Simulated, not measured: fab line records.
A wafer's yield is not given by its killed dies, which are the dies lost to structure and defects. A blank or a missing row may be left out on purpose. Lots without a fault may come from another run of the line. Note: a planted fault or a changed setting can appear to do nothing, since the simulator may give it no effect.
The same fault as seen by 2 desks | flow berkeleyCmos170 | numbers are kept per desk, each desk with only its own; the story behind them comes last

## FROM THE METROLOGY DESK
What the gauges read, lot by lot, whatever tool the lot ran on: means of the sampled wafers that have a number. Marked OUT: a lot whose mean sits more than 4 standard deviations from the usual mean, which makes it out of limits; the brackets give that distance.
Columns: A = M1_OVL at UCB170_M1_OVL_MEAS_10, usual -1 nm; B = cdNm at UCB170_V2_CD_MEAS_12, usual 700.2 nm
lot  | first seen here | A   | B
L330 | day 7 17:52     | 4   | 701.2
L331 | day 8 11:38     | 1   | 701.8
L332 | day 8 19:09     | 1   | 701.6
L335 | day 8 21:23     | 9   | 700.0
L334 | day 8 21:35     | -4  | 697.9
L333 | day 8 21:50     | -4  | 700.1
L338 | day 10 01:37    | 3   | 700.3
L346 | day 11 04:51    | -11 | 700.5
L345 | day 11 05:53    | 1   | 699.6
L344 | day 11 06:46    | -2  | 698.1
L348 | day 11 21:36    | 1   | 699.1
L352 | day 12 08:26    | -2  | 702.2
L349 | day 12 08:37    | 1   | 699.8
L353 | day 13 06:13    | 2   | 700.1
This desk's finding: nothing out of limits on any of the 14 lots.

## TOOL OWNER'S DESK, lithoTrack-04
The tool's own readings at UCB170_PVT_DEVELOP_05 (develop time 45 s): means of the sampled wafers that have a number, for each lot that ran on this tool. Marked OUT: a lot whose mean sits more than 4 standard deviations from the usual mean, which makes it out of limits; the brackets give that distance.
Columns: A = chillPlateTempC at UCB170_PVT_DEVELOP_05, usual 23.00 C; B = developerTempC at UCB170_PVT_DEVELOP_05, usual 21.01 C
lot  | first seen here | A     | B
L333 | day 7 05:00     | 22.99 | 20.91
L332 | day 7 06:00     | 23.09 | 21.11
L335 | day 7 06:00     | 23.06 | 21.00
L338 | day 8 10:00     | 22.93 | 20.97
L344 | day 9 13:00     | 23.02 | 19.08 (-18) OUT
L345 | day 9 13:00     | 22.91 | 19.01 (-18) OUT
Finding of this desk: L344, L345 out of limits; the first was L344 at day 9 13:00, on developerTempC at UCB170_PVT_DEVELOP_05. L333, L332, L335, L338: within limits.

## BROUGHT TOGETHER
The tool owner's desk had the chance to raise an alarm at day 9 13:00 on L344, L345.
Metrology desk: nothing out of limits seen.
The metrology desk holds a record of L344, L345, inside its limits.
Every lot named ran UCB170_PVT_DEVELOP_05 on lithoTrack-04.

## WHAT THE SIMULATOR HAD INSERTED
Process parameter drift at UCB170_PVT_DEVELOP_05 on lithoTrack-04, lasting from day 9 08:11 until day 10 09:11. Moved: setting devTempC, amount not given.
Shown lots that were struck: L344, L345.
How many hours passed from the start of the fault until each desk's first out-of-limits reading: the tool owner's desk, 5.
